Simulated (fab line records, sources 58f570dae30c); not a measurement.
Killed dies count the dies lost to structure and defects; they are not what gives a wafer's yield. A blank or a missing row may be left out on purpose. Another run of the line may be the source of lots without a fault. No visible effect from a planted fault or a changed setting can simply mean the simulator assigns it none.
2 desks looking at one fault -- flow berkeleyCmos170 -- each desk has only its own numbers; what lay behind them comes last

THE METROLOGY DESK
What the gauges read, lot by lot, whatever tool the lot ran on: means of the sampled wafers that have a number. Any lot whose mean is over 4 standard deviations away from the usual mean is out of limits and marked OUT; that distance is given in the brackets.
Columns: A = PFIELD_OVL at UCB170_PFIELD_OVL_MEAS_06, usual -5 nm; B = PFIELD_TW at UCB170_PFIELD_TW_MEAS_09, usual 599; C = SCREENOX_OXIDE_THK at UCB170_SCREENOX_THK_MEAS_02, usual 14.41 nm
lot,first seen here,A,B,C
L346,day 5 14:10,-3,597,14.69
L347,day 5 21:34,-12,606,14.36
L351,day 6 04:46,-15,594,14.36
L352,day 6 05:02,3,605,14.47
L350,day 6 05:17,-5,597,14.23
L353,day 6 22:22,-1,598,14.37
L356,day 7 09:04,-6,607,14.46
L359,day 7 10:14,-3,594,14.35
L357,day 7 10:27,-3,602,14.38
L362,day 7 18:58,0,602,14.04
L363,day 8 09:46,-12,606,14.19
L367,day 9 08:46,-6,598,14.27
Finding of this desk: none of the 12 lots has anything out of limits.

DESK OF THE TOOL OWNER: plasmaAsher-02
The tool's own readings at UCB170_ZERO_STRIP_07 (strips in O2): means of the sampled wafers that have a number, for each lot that ran on this tool. Any lot whose mean is over 4 standard deviations away from the usual mean is out of limits and marked OUT; that distance is given in the brackets.
Columns: A = chamberPressureMTorr at UCB170_ZERO_STRIP_07, usual 3499.8 mTorr; B = drypumpMotorCurrentA at UCB170_ZERO_STRIP_07, usual 5.8 A; C = oesProductAu at UCB170_ZERO_STRIP_07, usual 0.727 a.u.; D = stripTimeToEndpointS at UCB170_ZERO_STRIP_07, usual 21.45 s
lot,first seen here,A,B,C,D
L347,day 2 07:25,3500.8,6.1,0.721,21.45
L350,day 2 15:17,3501.7,5.8,0.723,21.47
L352,day 3 00:56,3500.4,5.8,0.725,21.39
Finding of this desk: none of the 3 lots has anything out of limits.

PUT TOGETHER
At the metrology desk, nothing out of limits was observed.
Nothing out of limits was seen by the tool owner's desk.

WHAT THE SIMULATOR HAD INSERTED
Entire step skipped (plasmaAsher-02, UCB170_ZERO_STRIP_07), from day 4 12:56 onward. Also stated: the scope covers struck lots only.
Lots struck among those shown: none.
